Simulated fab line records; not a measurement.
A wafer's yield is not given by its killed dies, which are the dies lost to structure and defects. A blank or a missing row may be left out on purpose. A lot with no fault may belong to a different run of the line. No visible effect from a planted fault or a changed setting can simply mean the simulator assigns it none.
fab line records	flow ritCmos
record: lots: 13	wafers: 39	lastDay: 8
route steps=202 shown NRETRO@62 GATE@93 PLDD@123 M1@184
lots that met no fault: taken from a fault-free run of the same line
startH: hours from the record's first day to the start of the lot's first wafer shown	waitH: time in hours since the lot's previous step	" repeats the value in the row above	L1.1+2: one row covering several wafers at once	- value missing, or start not given	* or withheld: withheld	< > ~ a bound
route shown NAME@n: names a module that has steps shown in the file, with the first one's number in the route	usual: mean and standard deviation over wafers with no fault	same: alike in all rows	chamber/n: place in a boat	sites: readings site by site	_std_site: standard deviation across them	_edge_site: the outer-site mean with the inner-site mean subtracted	radiusMm: for every site, how far away it sits from the centre of the wafer	mask NAME#n: copy n	behind: the tool/chamber that last shaped the wafer	hold: why the lot went on hold/how many hours it stayed there/how the hold came to an end	device: the transistor (n, p or np) that didn't switch	end of line: tests run on the same wafers once the route is complete	a step with no rows: only its recipe	killed: the dies lost at the first sort to structure and to defects; this is not the yield of the wafer	map: per-die view of a wafer (x killed, . not killed, _ where there is no die)
set.NAME: the run value of the setting; set.NAME@STEP: its run value at that earlier step	model.NAME: the simulator's own value behind a step, which no gauge read
a sample of lots followed through the steps of the route, with each step as a table and each wafer as a row
services: a tool's chamber out of use, with start hour (startH, from the record's first day; less than 0 if before it), hours out, and reason
== steps ==
step: RIT_NRETRO_STRIP_09
recipe: chemistry: O2	timeS: 180	resist: NOVOLAK	platenTempC: withheld	powerW: 500	pressureMtorr: 4000	o2FlowSccm: 4000
usual: drypumpMotorCurrentA: 6.0/0.61
lot.wafer	tool	chamber	startH	waitH	drypumpMotorCurrentA	rfHoursCounterH
L326.1	plasmaAsher-03	1	41.55	0.1	5.5	38
L326.3	"	0	"	"	5.9	-
L326.6	"	0	"	"	5.9	-
L327.1	plasmaAsher-03	0	46.37	0.1	5.9	39
L327.2	"	1	"	"	5.5	39
L327.5	"	0	"	"	5.9	-
L328.3	plasmaAsher-03	0	50.41	0.1	5.9	-
L328.4	"	1	"	"	5.5	-
L328.6	"	0	"	"	5.9	-
L332.1	plasmaAsher-03	0	70.05	0.1	5.9	41
L332.3	"	1	"	"	5.5	-
L332.5	"	1	"	"	5.5	-
L336.2	plasmaAsher-02	1	95.95	0.1	6.8	45
L336.3	"	1	"	"	6.8	-
L336.4	"	0	"	"	6.5	-
L337.1	plasmaAsher-04	0	100.45	0.1	6.6	44
L337.3	"	1	"	"	5.0	-
L337.5	"	1	"	"	5.0	-
L338.1	plasmaAsher-03	1	108.16	0.1	5.4	45
L338.3	"	0	"	"	5.9	-
L338.6	"	1	"	"	5.4	-
L340.1	plasmaAsher-04	0	119.68	0.1	6.6	45
L340.3	"	1	"	"	5.0	-
L340.5	"	1	"	"	5.0	-
L342.2	plasmaAsher-03	0	133.34	0.1	5.9	1
L342.3	"	0	"	"	5.9	-
L342.5	"	0	"	"	5.8	-
L343.1	plasmaAsher-02	1	133.57	0.1	6.8	48
L343.4	"	0	"	"	6.5	-
L343.6	"	0	"	"	6.5	-
L344.2	plasmaAsher-03	0	141.55	0.1	5.9	3
L344.4	"	0	"	"	5.9	-
L344.5	"	0	"	"	5.9	-
L346.2	plasmaAsher-04	0	146.76	0.1	6.6	49
L346.3	"	0	"	"	6.6	-
L346.4	"	1	"	"	5.0	-
L348.3	plasmaAsher-02	1	150.19	0.1	6.8	-
L348.4	"	0	"	"	6.5	-
L348.6	"	0	"	"	6.6	-
step: RIT_GATE_OVL_MEAS_17
usual: GATE_OVL: 0.1/1.5
lot.wafer	tool	chamber	startH	waitH	GATE_OVL[nm]
L326.1	overlay-02	-	52.07	0.1	3.3
L326.3	"	-	"	"	3.9
L326.6	"	-	"	"	3.0
L327.1	overlay-01	-	56.57	0.1	-0.6
L327.2	"	-	"	"	-1.1
L327.5	"	-	"	"	-0.9
L328.3	overlay-01	-	58.27	0.1	0.8
L328.4	"	-	"	"	2.2
L328.6	"	-	"	"	1.3
L332.1	overlay-01	-	85.05	0.1	1.7
L332.3	"	-	"	"	1.5
L332.5	"	-	"	"	1.6
L336.2	overlay-01	-	111.64	0.1	0.5
L336.3	"	-	"	"	-0.4
L336.4	"	-	"	"	0.2
L337.1	overlay-02	-	115.62	0.1	0.4
L337.3	"	-	"	"	0.5
L337.5	"	-	"	"	0.0
L338.1	overlay-01	-	127.13	0.1	-2.0
L338.3	"	-	"	"	0.8
L338.6	"	-	"	"	-1.1
L340.1	overlay-02	-	134.53	0.1	1.2
L340.3	"	-	"	"	2.8
L340.5	"	-	"	"	2.8
L343.1	overlay-01	-	141.62	0.1	-1.1
L343.4	"	-	"	"	-1.3
L343.6	"	-	"	"	-0.7
L342.2	overlay-02	-	141.91	0.1	0.4
L342.3	"	-	"	"	-0.2
L342.5	"	-	"	"	-0.5
L344.2	overlay-02	-	154.27	0.1	-1.8
L344.4	"	-	"	"	-0.2
L344.5	"	-	"	"	0.1
L346.2	overlay-02	-	155.57	0.1	0.0
L346.3	"	-	"	"	0.2
L346.4	"	-	"	"	-0.9
L348.3	overlay-01	-	157.11	0.1	1.1
L348.4	"	-	"	"	3.5
L348.6	"	-	"	"	0.5
step: RIT_PLDD_STRIP_09
recipe: chemistry: O2	timeS: 180	resist: NOVOLAK	platenTempC: withheld	powerW: 500	pressureMtorr: 4000	o2FlowSccm: 4000
usual: drypumpMotorCurrentA: 5.9/0.69
lot.wafer	tool	chamber	startH	waitH	drypumpMotorCurrentA	rfHoursCounterH
L326.1	plasmaAsher-03	1	60.11	0.1	5.4	40
L326.3	"	0	"	"	5.9	-
L326.6	"	0	"	"	5.9	-
L327.1	plasmaAsher-02	1	63.86	0.1	6.8	42
L327.2	"	0	"	"	6.5	42
L327.5	"	0	"	"	6.5	-
L328.3	plasmaAsher-04	0	66.44	0.1	6.6	-
L328.4	"	1	"	"	5.0	-
L328.6	"	1	"	"	5.0	-
L332.1	plasmaAsher-04	0	92.22	0.1	6.6	43
L332.3	"	0	"	"	6.6	-
L332.5	"	1	"	"	5.0	-
L336.2	plasmaAsher-04	0	121.54	0.1	6.6	46
L336.3	"	0	"	"	6.6	-
L336.4	"	1	"	"	5.0	-
L337.1	plasmaAsher-04	0	127.99	0.1	6.7	46
L337.3	"	1	"	"	5.0	-
L337.5	"	0	"	"	6.6	-
L338.1	plasmaAsher-02	1	137.04	0.1	6.8	48
L338.3	"	1	"	"	6.8	-
L338.6	"	0	"	"	6.5	-
L340.1	plasmaAsher-03	0	142.79	0.1	6.0	3
L340.3	"	1	"	"	5.5	-
L340.5	"	0	"	"	5.9	-
L343.1	plasmaAsher-03	1	150.81	0.1	5.5	4
L343.4	"	1	"	"	5.5	-
L343.6	"	1	"	"	5.5	-
L342.2	plasmaAsher-04	1	151.26	0.1	5.0	49
L342.3	"	0	"	"	6.6	-
L342.5	"	1	"	"	5.0	-
L344.2	plasmaAsher-03	0	163.15	0.1	5.9	5
L344.4	"	1	"	"	5.5	-
L344.5	"	1	"	"	5.5	-
L346.2	plasmaAsher-04	1	163.61	0.1	5.0	51
L346.3	"	1	"	"	5.0	-
L346.4	"	0	"	"	6.6	-
L348.3	plasmaAsher-04	0	166.80	0.1	6.6	-
L348.4	"	1	"	"	5.0	-
L348.6	"	0	"	"	6.6	-
step: RIT_M1_SPUTTER_00
recipe: material: Al	targetThkNm: 400	powerW: 2000	chamberPressurePa: 0.4	gas: Ar	timeS: 500	substrateTempC: 25
usual: chamberPressurePa: 0.4000/0.00081	throttleValvePct: 29.8/0.9
lot.wafer	tool	chamber	startH	waitH	chamberPressurePa	throttleValvePct
L326.1	pvdSputter-01	-	69.62	0.0	0.4003	31.0
L326.3	"	-	"	"	0.4009	28.9
L326.6	"	-	"	"	0.3998	28.8
L327.1	pvdSputter-01	-	73.50	0.0	0.3995	29.6
L327.2	"	-	"	"	0.4005	28.5
L327.5	"	-	"	"	0.4010	29.7
L328.3	pvdSputter-03	-	76.21	0.0	0.3994	29.7
L328.4	"	-	"	"	0.4005	28.9
L328.6	"	-	"	"	0.4008	31.3
L332.1	pvdSputter-01	-	101.76	0.0	0.4002	28.6
L332.3	"	-	"	"	0.4015	28.7
L332.5	"	-	"	"	0.3987	29.5
L336.2	pvdSputter-01	-	130.98	0.0	0.4012	28.8
L336.3	"	-	"	"	0.3988	28.8
L336.4	"	-	"	"	0.3994	29.7
L337.1	pvdSputter-01	-	137.45	0.0	0.4014	29.5
L337.3	"	-	"	"	0.4018	28.8
L337.5	"	-	"	"	0.4010	28.9
L338.1	pvdSputter-01	-	146.85	0.0	0.3993	29.8
L338.3	"	-	"	"	0.3986	28.6
L338.6	"	-	"	"	0.3998	31.3
L340.1	pvdSputter-03	-	152.47	0.0	0.4003	30.3
L340.3	"	-	"	"	0.3999	29.1
L340.5	"	-	"	"	0.3994	30.2
L343.1	pvdSputter-04	-	162.44	0.0	0.3987	29.2
L343.4	"	-	"	"	0.3990	29.8
L343.6	"	-	"	"	0.3998	29.2
L342.2	pvdSputter-03	-	162.47	0.0	0.4003	29.9
L342.3	"	-	"	"	0.3996	31.2
L342.5	"	-	"	"	0.4011	30.1
L344.2	pvdSputter-04	-	173.44	0.0	0.3995	30.4
L344.4	"	-	"	"	0.3992	29.7
L344.5	"	-	"	"	0.4005	29.7
L346.2	pvdSputter-03	-	173.62	0.0	0.3999	30.0
L346.3	"	-	"	"	0.3999	30.4
L346.4	"	-	"	"	0.3992	31.2
L348.3	pvdSputter-04	-	178.00	0.0	0.4011	29.8
L348.4	"	-	"	"	0.4002	30.2
L348.6	"	-	"	"	0.3990	30.8
step: RIT_M1_RS_MEAS_01
recipe: thkMeasGauge: four-point-probe	reads: Al_of_M1_SPUTTER_00
usual: M1_AL_RS: 0.0734/0.00087
lot.wafer	tool	chamber	startH	waitH	M1_AL_RS[ohm/sq]
L326.1	filmMetro-02	-	69.95	0.2	0.0739
L326.3	"	-	"	"	0.0731
L326.6	"	-	"	"	0.0730
L327.1	filmMetro-04	-	73.79	0.1	0.0725
L327.2	"	-	"	"	0.0719
L327.5	"	-	"	"	0.0725
L328.3	filmMetro-04	-	76.55	0.2	0.0734
L328.4	"	-	"	"	0.0739
L328.6	"	-	"	"	0.0748
L332.1	filmMetro-02	-	102.06	0.1	0.0728
L332.3	"	-	"	"	0.0731
L332.5	"	-	"	"	0.0741
L336.2	filmMetro-04	-	131.30	0.2	0.0793
L336.3	"	-	"	"	0.0781
L336.4	"	-	"	"	0.0796
L337.1	filmMetro-01	-	137.74	0.2	0.0799
L337.3	"	-	"	"	0.0793
L337.5	"	-	"	"	0.0792
L338.1	filmMetro-01	-	147.17	0.2	0.0805
L338.3	"	-	"	"	0.0793
L338.6	"	-	"	"	0.0809
L340.1	filmMetro-01	-	152.77	0.1	0.0741
L340.3	"	-	"	"	0.0750
L340.5	"	-	"	"	0.0737
L343.1	filmMetro-04	-	162.73	0.1	0.0726
L343.4	"	-	"	"	0.0718
L343.6	"	-	"	"	0.0729
L342.2	filmMetro-01	-	162.78	0.2	0.0735
L342.3	"	-	"	"	0.0742
L342.5	"	-	"	"	0.0729
L344.2	filmMetro-04	-	173.75	0.2	0.0712
L344.4	"	-	"	"	0.0722
L344.5	"	-	"	"	0.0723
L346.2	filmMetro-02	-	173.94	0.2	0.0735
L346.3	"	-	"	"	0.0735
L346.4	"	-	"	"	0.0747
L348.3	filmMetro-02	-	178.34	0.2	0.0739
L348.4	"	-	"	"	0.0725
L348.6	"	-	"	"	0.0737
step: RIT_M1_THK_MEAS_02
recipe: thkMeasGauge: xrf	reads: Al_of_M1_SPUTTER_00
usual: M1_AL_THK: 392/4.8
lot.wafer	tool	chamber	startH	waitH	M1_AL_THK[nm]
L326.1	filmMetro-02	-	70.07	0.1	387
L326.3	"	-	"	"	392
L326.6	"	-	"	"	394
L327.1	filmMetro-04	-	73.91	0.1	394
L327.2	"	-	"	"	398
L327.5	"	-	"	"	395
L328.3	filmMetro-04	-	76.65	0.1	390
L328.4	"	-	"	"	389
L328.6	"	-	"	"	384
L332.1	filmMetro-02	-	102.18	0.1	397
L332.3	"	-	"	"	394
L332.5	"	-	"	"	388
L336.2	filmMetro-04	-	131.41	0.1	362
L336.3	"	-	"	"	365
L336.4	"	-	"	"	361
L337.1	filmMetro-01	-	137.86	0.1	358
L337.3	"	-	"	"	361
L337.5	"	-	"	"	362
L338.1	filmMetro-01	-	147.29	0.1	356
L338.3	"	-	"	"	360
L338.6	"	-	"	"	355
L340.1	filmMetro-01	-	152.89	0.1	387
L340.3	"	-	"	"	383
L340.5	"	-	"	"	390
L343.1	filmMetro-04	-	162.85	0.1	394
L343.4	"	-	"	"	400
L343.6	"	-	"	"	392
L342.2	filmMetro-01	-	162.89	0.1	391
L342.3	"	-	"	"	386
L342.5	"	-	"	"	391
L344.2	filmMetro-04	-	173.86	0.1	399
L344.4	"	-	"	"	396
L344.5	"	-	"	"	398
L346.2	filmMetro-02	-	174.05	0.1	392
L346.3	"	-	"	"	393
L346.4	"	-	"	"	388
L348.3	filmMetro-02	-	178.44	0.1	392
L348.4	"	-	"	"	398
L348.6	"	-	"	"	392
step: RIT_M1_METAL_ETCH_12
recipe: stopOn: SiO2	chemistry: Cl2/BCl3	target: Al	timeS: 165	overEtchFrac: 0.5	pressureMtorr: 100	targetDepthA: 6000	rfW: 244.4	Cl2_flow_sccm: 60	bcl3FlowSccm: 50
usual: drypumpMotorCurrentA: 5.9/0.32	oesProductAu: 0.767/0.0099	throttleValvePct: 8.32/0.045
lot.wafer	tool	chamber	startH	waitH	drypumpMotorCurrentA	oesProductAu	rfHoursCounterH	throttleValvePct
L326.1	rieMetal-03	0	71.54	0.2	5.7	0.761	4	8.38
L326.3	"	1	"	"	5.5	0.769	-	8.29
L326.6	"	0	"	"	5.7	0.785	-	8.37
L327.1	rieMetal-04	0	75.26	0.2	5.5	0.774	38	8.38
L327.2	"	1	"	"	5.9	0.769	34	8.34
L327.5	"	1	"	"	5.9	0.773	-	8.32
L328.3	rieMetal-01	1	78.03	0.2	6.0	0.770	-	8.29
L328.4	"	0	"	"	6.4	0.761	-	8.28
L328.6	"	0	"	"	6.4	0.747	-	8.29
L332.1	rieMetal-03	1	103.66	0.2	5.5	0.759	4	8.26
L332.3	"	1	"	"	5.5	0.767	-	8.27
L332.5	"	0	"	"	5.7	0.771	-	8.37
L336.2	rieMetal-04	1	132.94	0.2	5.9	0.734	35	8.33
L336.3	"	1	"	"	5.9	0.744	-	8.31
L336.4	"	0	"	"	5.5	0.741	-	8.38
L337.1	rieMetal-01	1	139.39	0.2	6.0	0.726	3	8.28
L337.3	"	0	"	"	6.4	0.720	-	8.29
L337.5	"	1	"	"	6.0	0.723	-	8.30
L338.1	rieMetal-03	1	148.89	0.2	5.6	0.729	4	8.28
L338.3	"	0	"	"	5.7	0.743	-	8.37
L338.6	"	0	"	"	5.7	0.742	-	8.39
L340.1	rieMetal-03	0	154.23	0.2	5.7	0.771	4	8.38
L340.3	"	0	"	"	5.7	0.770	-	8.38
L340.5	"	0	"	"	5.7	0.773	-	8.36
L343.1	rieMetal-01	1	164.58	0.2	6.0	0.775	3	8.30
L343.4	"	1	"	"	6.0	0.778	-	8.29
L343.6	"	1	"	"	6.0	0.761	-	8.28
L342.2	rieMetal-03	0	164.59	0.2	5.7	0.774	5	8.37
L342.3	"	1	"	"	5.5	0.756	-	8.28
L342.5	"	0	"	"	5.7	0.776	-	8.38
L344.2	rieMetal-01	1	175.20	0.2	6.0	0.782	3	8.30
L344.4	"	1	"	"	6.0	0.772	-	8.28
L344.5	"	1	"	"	6.0	0.780	-	8.30
L346.2	rieMetal-03	0	175.45	0.2	5.7	0.778	5	8.39
L346.3	"	0	"	"	5.7	0.776	-	8.39
L346.4	"	1	"	"	5.5	0.761	-	8.29
L348.3	rieMetal-01	1	180.30	0.2	6.0	0.769	-	8.28
L348.4	"	0	"	"	6.4	0.755	-	8.28
L348.6	"	1	"	"	6.0	0.761	-	8.28
step: RIT_M1_PROBE_99
usual: defectLimitedYield: 97.3/1.1	killedAtContacts: 0.1/0.28	killedAtFrontEnd: 7.1/2.8	killedDies: 7.1/2.9	killedOpen: 3.4/2	killedShort: 3.6/2.1	sort_bin_3_pad_short: 0.1/0.21	sort_bin_5_function: 1.5/0.85	sort_bin_6_memory: 1.0/0.65	sortNPass: 256.9/2.9	sortYieldPct: 97.3/1.1
same: grossDies: 264	killed_at_M0_to_M3: 0	killed_at_M4_up: 0	killedAtBackSide: 0	killedAtOther: 0
lot.wafer	tool	chamber	startH	waitH	defectLimitedYield[%]	killedAtContacts	killedAtFrontEnd	killedDies	killedOpen	killedShort	sort_bin_3_pad_short[%]	sort_bin_5_function[%]	sort_bin_6_memory[%]	sortNPass	sortYieldPct[%]
L326.1	prober-01	-	73.79	0.1	98.1	0	5	5	2	3	0	1.5	0.4	259.0	98.1
L326.3	prober-01	-	73.89	0.2	96.6	1	8	9	6	3	0	1.5	1.9	255.0	96.6
L326.6	prober-01	-	74.04	0.2	97.0	0	8	8	2	6	0.4	1.5	1.1	256.0	97.0
L327.1	prober-02	-	77.60	0.1	96.2	0	10	10	5	5	0.4	1.5	1.9	254.0	96.2
L327.2	prober-02	-	77.65	0.1	94.3	0	15	15	7	8	0	2.7	3.0	249.0	94.3
L327.5	prober-02	-	77.80	0.2	95.1	0	13	13	6	7	0	2.7	2.3	251.0	95.1
L328.3	prober-01	-	80.33	0.2	99.2	0	2	2	2	0	0	0	0.8	262.0	99.2
L328.4	prober-01	-	80.38	0.2	97.7	0	6	6	3	3	0.4	1.5	0.4	258.0	97.7
L328.6	prober-01	-	80.48	0.2	95.8	0	11	11	4	7	0	1.9	2.3	253.0	95.8
L332.1	prober-01	-	107.17	0.1	96.6	0	9	9	3	6	0.8	1.9	0.8	255.0	96.6
L332.3	prober-01	-	107.27	0.2	97.0	0	8	8	3	3	0	0.8	2.3	256.0	97.0
L332.5	prober-01	-	107.37	0.2	98.9	0	3	3	3	0	0	0.8	0.4	261.0	98.9
L336.2	prober-01	-	135.24	0.1	96.6	0	9	9	3	6	0	1.9	1.5	255.0	96.6
L336.3	prober-01	-	135.29	0.2	97.0	0	8	8	6	2	0.4	0.8	1.9	256.0	97.0
L336.4	prober-01	-	135.34	0.2	97.7	0	6	6	3	3	0	2.3	0	258.0	97.7
L337.1	prober-02	-	141.64	0.1	97.7	0	6	6	4	2	0.4	1.9	0	258.0	97.7
L337.3	prober-02	-	141.74	0.2	95.1	0	13	13	6	7	0	3.8	1.1	251.0	95.1
L337.5	prober-02	-	141.84	0.2	97.0	0	8	8	2	6	0.4	2.7	0	256.0	97.0
L338.1	prober-01	-	151.15	0.1	97.7	0	6	6	4	2	0	1.1	1.1	258.0	97.7
L338.3	prober-01	-	151.25	0.2	97.3	0	7	7	4	3	0	1.1	1.5	257.0	97.3
L338.6	prober-01	-	151.40	0.2	97.0	0	8	8	6	2	0	2.7	0.4	256.0	97.0
L340.1	prober-01	-	156.50	0.1	97.7	0	6	6	0	6	0	0.8	1.5	258.0	97.7
L340.3	prober-01	-	156.60	0.2	97.0	1	7	8	4	4	0.4	1.5	1.1	256.0	97.0
L340.5	prober-01	-	156.70	0.2	97.3	0	7	7	5	2	0	2.3	0.4	257.0	97.3
L343.1	prober-01	-	168.10	0.1	98.5	0	4	4	3	1	0	1.1	0.4	260.0	98.5
L343.4	prober-01	-	168.25	0.2	97.3	0	7	7	3	4	0	2.3	0.4	257.0	97.3
L343.6	prober-01	-	168.35	0.2	97.7	0	6	6	2	4	0.4	0.8	1.1	258.0	97.7
L342.2	prober-02	-	168.15	0.1	95.5	0	12	12	3	9	0.4	3.0	1.1	252.0	95.5
L342.3	prober-02	-	168.20	0.2	97.3	0	7	7	1	6	0	0.8	1.9	257.0	97.3
L342.5	prober-02	-	168.30	0.2	96.2	0	10	10	4	6	0	1.9	1.9	254.0	96.2
L344.2	prober-02	-	177.50	0.1	95.8	0	11	11	7	4	0	3.0	1.1	253.0	95.8
L344.4	prober-02	-	177.60	0.2	96.6	0	9	9	3	6	0.4	1.9	1.1	255.0	96.6
L344.5	prober-02	-	177.65	0.2	95.8	0	11	11	6	5	0	1.9	2.3	253.0	95.8
L346.2	prober-01	-	179.00	0.1	96.6	1	8	9	6	3	0.4	2.3	0.8	255.0	96.6
L346.3	prober-01	-	179.05	0.2	98.5	0	4	4	1	3	0	0.4	1.1	260.0	98.5
L346.4	prober-01	-	179.10	0.2	98.9	1	2	3	3	0	0	0.8	0.4	261.0	98.9
L348.3	prober-01	-	182.61	0.2	97.7	0	6	6	3	3	0	1.5	0.8	258.0	97.7
L348.4	prober-01	-	182.66	0.2	97.3	0	7	7	5	2	0.4	1.1	1.1	257.0	97.3
L348.6	prober-01	-	182.76	0.2	98.1	0	5	5	4	1	0	1.5	0.4	259.0	98.1
killed by level:class
L326.1 FOX1:geometricParticle:short=1 FOX2:geometricParticle:open=1 GATE:geometricParticle:short=1 REOX:geometricParticle:open=1 SILICIDE:geometricParticle:short=1
L326.3 FOX2:geometricParticle:open=2 FOX2:geometricParticle:short=1 GATE:geometricParticle:short=1 GATE:geometricParticle:open=1 REOX:geometricParticle:short=1 SPACER:geometricParticle:open=1 SILICIDE:geometricParticle:open=1 CONTACT:geometricParticle:open=1
L326.6 GATE:geometricParticle:short=4 SPACER:geometricParticle:open=2 SPACER:geometricParticle:short=1 SILICIDE:geometricParticle:short=1
L327.1 SPACER:geometricParticle:short=3 SPACER:geometricParticle:open=2 FOX2:geometricParticle:short=1 FOX2:geometricParticle:open=1 REOX:geometricParticle:open=1 REOX:geometricParticle:short=1 SILICIDE:geometricParticle:open=1
L327.2 GATE:geometricParticle:open=5 SILICIDE:geometricParticle:short=4 FOX1:geometricParticle:short=1 FOX2:geometricParticle:short=1 FOX2:geometricParticle:open=1 REOX:geometricParticle:short=1 REOX:geometricParticle:open=1 SPACER:geometricParticle:short=1
L327.5 GATE:geometricParticle:open=4 GATE:geometricParticle:short=3 FOX1:geometricParticle:short=2 REOX:geometricParticle:short=2 FOX1:geometricParticle:open=1 SILICIDE:geometricParticle:open=1
L328.3 FOX1:geometricParticle:open=1 SPACER:geometricParticle:open=1
L328.4 GATE:geometricParticle:short=3 FOX1:geometricParticle:open=1 GATE:geometricParticle:open=1 SPACER:geometricParticle:open=1
L328.6 GATE:geometricParticle:short=6 GATE:geometricParticle:open=3 FOX1:geometricParticle:open=1 REOX:geometricParticle:short=1
L332.1 GATE:geometricParticle:short=5 GATE:geometricParticle:open=2 REOX:geometricParticle:short=1 REOX:geometricParticle:open=1
L332.3 GATE:geometricParticle:short=3 GATE:geometricParticle:open=2 NWELL:coatMicrobubblePrinted=2 SPACER:geometricParticle:open=1
L332.5 GATE:geometricParticle:open=2 SPACER:geometricParticle:open=1
L336.2 SPACER:geometricParticle:short=3 SILICIDE:geometricParticle:open=2 FOX1:geometricParticle:short=1 REOX:geometricParticle:short=1 REOX:geometricParticle:open=1 SILICIDE:geometricParticle:short=1
L336.3 SPACER:geometricParticle:open=4 FOX1:geometricParticle:open=2 FOX1:geometricParticle:short=1 SPACER:geometricParticle:short=1
L336.4 REOX:geometricParticle:open=2 GATE:geometricParticle:short=1 GATE:geometricParticle:open=1 REOX:geometricParticle:short=1 SPACER:geometricParticle:short=1
L337.1 GATE:geometricParticle:open=3 FOX1:geometricParticle:short=2 SPACER:geometricParticle:open=1
L337.3 FOX1:geometricParticle:short=3 GATE:geometricParticle:open=3 GATE:geometricParticle:short=2 REOX:geometricParticle:open=2 FOX1:geometricParticle:open=1 REOX:geometricParticle:short=1 SILICIDE:geometricParticle:short=1
L337.5 FOX1:geometricParticle:short=4 REOX:geometricParticle:short=2 GATE:geometricParticle:open=1 SPACER:geometricParticle:open=1
L338.1 REOX:geometricParticle:open=2 FOX1:geometricParticle:open=1 FOX2:geometricParticle:open=1 REOX:geometricParticle:short=1 SPACER:geometricParticle:short=1
L338.3 REOX:geometricParticle:open=2 FOX1:geometricParticle:open=1 FOX2:geometricParticle:open=1 GATE:geometricParticle:short=1 REOX:geometricParticle:short=1 SPACER:geometricParticle:short=1
L338.6 FOX1:geometricParticle:open=2 GATE:geometricParticle:open=2 REOX:geometricParticle:short=2 SPACER:geometricParticle:open=1 SILICIDE:geometricParticle:open=1
L340.1 SPACER:geometricParticle:short=2 FOX1:geometricParticle:short=1 FOX2:geometricParticle:short=1 GATE:geometricParticle:short=1 SILICIDE:geometricParticle:short=1
L340.3 GATE:geometricParticle:open=2 SPACER:geometricParticle:short=2 FOX1:geometricParticle:short=1 REOX:geometricParticle:open=1 SILICIDE:geometricParticle:open=1 CONTACT:geometricParticle:short=1
L340.5 GATE:geometricParticle:open=4 FOX1:geometricParticle:short=1 GATE:geometricParticle:short=1 SPACER:geometricParticle:open=1
L343.1 FOX1:geometricParticle:open=1 FOX2:geometricParticle:open=1 GATE:geometricParticle:short=1 GATE:geometricParticle:open=1
L342.2 GATE:geometricParticle:short=3 FOX1:geometricParticle:short=2 SPACER:geometricParticle:short=2 FOX1:geometricParticle:open=1 FOX2:geometricParticle:short=1 GATE:geometricParticle:open=1 SPACER:geometricParticle:open=1 SILICIDE:geometricParticle:short=1
L342.3 REOX:geometricParticle:short=2 FOX1:geometricParticle:short=1 FOX2:geometricParticle:short=1 GATE:geometricParticle:open=1 GATE:geometricParticle:short=1 SPACER:geometricParticle:short=1
L343.4 GATE:geometricParticle:short=3 GATE:geometricParticle:open=2 SPACER:geometricParticle:short=1 SPACER:geometricParticle:open=1
L342.5 FOX1:geometricParticle:short=2 FOX1:geometricParticle:open=2 GATE:geometricParticle:open=2 ACTIVE:geometricParticle:short=1 FOX2:geometricParticle:short=1 GATE:geometricParticle:short=1 SPACER:geometricParticle:short=1
L343.6 SILICIDE:geometricParticle:short=2 FOX1:geometricParticle:short=1 FOX2:geometricParticle:short=1 GATE:geometricParticle:open=1 REOX:geometricParticle:open=1
L344.2 GATE:geometricParticle:open=3 GATE:geometricParticle:short=3 SILICIDE:geometricParticle:open=3 FOX1:geometricParticle:open=1 FOX2:geometricParticle:short=1
L344.4 GATE:geometricParticle:short=4 GATE:geometricParticle:open=3 FOX2:geometricParticle:short=1 SPACER:geometricParticle:short=1
L344.5 GATE:geometricParticle:short=4 GATE:geometricParticle:open=3 SPACER:geometricParticle:open=2 FOX2:geometricParticle:open=1 SILICIDE:geometricParticle:short=1
L346.2 GATE:geometricParticle:open=2 SPACER:geometricParticle:open=2 FOX1:geometricParticle:open=1 GATE:geometricParticle:short=1 SPACER:geometricParticle:short=1 SILICIDE:geometricParticle:short=1 CONTACT:geometricParticle:open=1
L346.3 GATE:geometricParticle:short=2 FOX1:geometricParticle:short=1 SILICIDE:geometricParticle:open=1
L346.4 FOX1:geometricParticle:open=1 REOX:geometricParticle:open=1 CONTACT:geometricParticle:open=1
L348.3 SPACER:geometricParticle:short=2 SPACER:geometricParticle:open=2 FOX1:geometricParticle:open=1 GATE:geometricParticle:short=1
L348.4 GATE:geometricParticle:open=3 FOX2:geometricParticle:open=2 FOX1:geometricParticle:short=1 SILICIDE:geometricParticle:short=1
L348.6 SPACER:geometricParticle:open=3 FOX2:geometricParticle:open=1 GATE:geometricParticle:short=1
== services ==
tool	chamber	startH	hours	kind
pvdSputter-03	-	22.31	1.5	repair
plasmaAsher-04	-	26.60	9.4	pm
rieMetal-03	1	28.93	2.4	repair
rieMetal-04	0	33.00	12.5	repair
rieMetal-03	0	45.40	1.2	repair
pvdSputter-01	-	53.49	0.6	repair
rieMetal-03	-	61.91	0.9	repair
pvdSputter-01	-	66.17	3.1	repair
rieMetal-01	-	66.62	2.4	repair
rieMetal-03	-	67.29	2.8	pm
plasmaAsher-03	-	67.92	1.6	repair
pvdSputter-03	-	92.52	4.0	repair
plasmaAsher-03	-	108.75	9.0	pm
plasmaAsher-03	0	108.75	9.0	ventCycle
plasmaAsher-03	1	108.75	9.0	ventCycle
plasmaAsher-04	-	125.04	1.7	repair
rieMetal-01	-	125.65	0.6	repair
plasmaAsher-02	-	126.86	2.8	pm
pvdSputter-04	-	131.29	7.4	repair
pvdSputter-03	-	134.70	8.4	repair
rieMetal-04	-	136.12	20.0	pm
rieMetal-01	-	162.14	0.7	repair
pvdSputter-04	-	164.57	4.8	repair
rieMetal-03	-	166.53	1.4	pm
== key ==
firstSign: step: RIT_M1_RS_MEAS_01	reading: M1_AL_RS	direction: up	sigmas: 7.1	usual: 0.0734	struck: 0.0796
effect: step: RIT_M1_THK_MEAS_02	reading: M1_AL_THK	direction: down	sigmas: 6.6	usual: 392	struck: 360
effect: step: RIT_M1_METAL_ETCH_12	reading: oesProductAu	direction: down	sigmas: 3.4	usual: 0.767	struck: 0.734
metAt RIT_M1_SPUTTER_00
struckLots L336,L337,L338
notActingAt RIT_NRETRO_STRIP_09,RIT_GATE_OVL_MEAS_17,RIT_PLDD_STRIP_09
onsetBetween 101.76 130.98
fault: kind: processParameterDrift	tool: pvdSputter-01	chamber: -	onsetH: 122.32	steps: RIT_M1_SPUTTER_00	channel: timeS	offset: *	shape: step	endH: 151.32	stated: *
